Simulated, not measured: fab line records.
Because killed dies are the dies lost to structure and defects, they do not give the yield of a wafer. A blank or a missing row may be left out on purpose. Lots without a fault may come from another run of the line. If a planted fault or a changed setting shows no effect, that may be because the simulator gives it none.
A lot that was struck, set against a sound lot / flow rit-cmos / 25 out of 202 route steps
Sound: the wafers L659.1, L659.2, L659.5. The struck wafers were L678.3, L678.4, L678.6. The cause comes at the end.
Each step with rows lists, per side, the tool, then ch with its chambers, then its first start. Under that, the readings that differ: sound wafers / struck wafers / difference of the means / sigmas: that difference in standard deviations of wafers without a fault.
alike: a reading whose means differ by less than 2 such deviations, as well as words and numbers matching on both sides. not compared: withheld readings; readings where some wafer has no value; bounds like >300 that might hide an equal value; numbers whose values overlap and for which the record gives no deviation.
Wherever a step has rows on one side only, a row that says differs or no value, or a row with sigmas, the two part there. Numbers that have no deviation but don't overlap get no sigmas and don't part them. A reading that every wafer of one side lacks parts them only if that side has two wafers or more.

first, 1 step without rows for these wafers: RIT_PRETRO_IMPLANT_08.
RIT_PRETRO_STRIP_09: strips in O2, time 180 s.
  sound on plasma-asher-03 ch 0,1, day 2 17:16; struck on plasma-asher-02 ch 0,1, day 6 16:38
  alike: drypump-motor-current-A, rf-refl-power-W
  not compared: rf-hours-counter-h
RIT_PRETRO_TW_MEAS_10:
  sound: film-metro-04 at day 2 17:26; struck: film-metro-01 at day 6 16:47
  alike: PRETRO_TW
then, 5 steps without rows for these wafers: RIT_GATE_WET_ETCH_00 (etches SiO2 in BOE, target depth 56 nm, time 60 s); RIT_GATE_CLEAN_01 (cleans in SC1, time 600 s); RIT_GATE_CLEAN_02 (cleans in dHF, time 30 s); RIT_GATE_CLEAN_03 (cleans in SC2, time 600 s); RIT_GATE_CLEAN_04 (cleans in dHF, time 60.89 s).
RIT_FOX2_THK_MEAS_91:
  sound: film-metro-02 at day 2 17:57; struck: film-metro-03 at day 6 17:16
  alike: FIELD_OXIDE_LEFT_2_THK
then, 2 steps without rows for these wafers: RIT_GATE_OXIDATION_05 (target thk 3 nm, ox time 270 s); RIT_GATE_ANNEAL_06 (time 600 s).
RIT_GATE_THK_MEAS_07:
  sound: film-metro-04 at day 2 19:20; struck: film-metro-02 at day 6 18:43
  alike: GATE_OXIDE_THK
RIT_GATE_CVD_08: deposits poly-Si from SiH4, target thk 250 nm, time 2220 s.
  sound on lpcvd-01 ch 0, day 2 19:24; struck on lpcvd-02 ch 0, day 6 19:14
reading=spike-tc-load-C (C); sound=628 627 628; struck=632 636 635; difference=+7; sigmas=+2
RIT_GATE_THK_MEAS_09:
  sound: film-metro-04 at day 2 21:01; struck: film-metro-03 at day 6 21:41
reading=GATE_POLY_THK (nm); sound=249.0 251.1 249.2; struck=219.6 218.7 218.3; difference=-30.9; sigmas=-16
then, 6 steps without rows for these wafers: RIT_GATE_HMDS_10 (prime time 60 s); RIT_GATE_COAT_11 (resist thk 850 nm); RIT_GATE_SOFTBAKE_12 (time 60 s); RIT_GATE_EXPOSE_13 (exposes mask M6, target cd 150 nm); RIT_GATE_PEB_14; RIT_GATE_DEVELOP_15 (develop time 48.27 s).
RIT_GATE_CD_MEAS_16 targets a cd of 150 nm.
  sound: cd-sem-02 at day 2 22:03; struck: cd-sem-02 at day 6 22:37
reading=cd-nm (nm); sound=154.5 153.4 151.6; struck=146.0 147.3 146.7; difference=-6.5; sigmas=-3
RIT_GATE_OVL_MEAS_17:
  sound: overlay-02 at day 2 22:10; struck: overlay-01 at day 6 22:43
reading=GATE_OVL (nm); sound=-3.0 -4.6 -3.5; struck=-0.2 0.1 1.3; difference=+4.1; sigmas=+3
then, 1 step without rows for these wafers: RIT_GATE_HARDBAKE_18 (time 60 s).
RIT_GATE_ETCH_19: etches poly-Si in SF6/CHF3/O2, stops on SiO2, time 165 s, target depth 312.5 nm.
  sound on rie-si-02 ch 0,1,2, day 2 22:22; struck on rie-si-01 ch 1,2,3, day 6 22:53
reading=oes-product-au (a.u.); sound=0.864 0.871 0.826; struck=0.775 0.758 0.767; difference=-0.087; sigmas=-5
  alike: drypump-motor-current-A, throttle-valve-pct
  not compared: rf-hours-counter-h
RIT_GATE_STRIP_20: strips in O2, time 180 s.
  sound on plasma-asher-03 ch 0,1, day 2 22:28; struck on plasma-asher-03 ch 0,1, day 6 23:04
  alike: drypump-motor-current-A, rf-refl-power-W
  not compared: rf-hours-counter-h

WHERE THEY PART
Earliest at RIT_GATE_CVD_08; latest, in this record, at RIT_GATE_ETCH_19. Later steps at which nothing parts them and some readings are alike: RIT_GATE_STRIP_20.

WHY: the cause the simulator had injected
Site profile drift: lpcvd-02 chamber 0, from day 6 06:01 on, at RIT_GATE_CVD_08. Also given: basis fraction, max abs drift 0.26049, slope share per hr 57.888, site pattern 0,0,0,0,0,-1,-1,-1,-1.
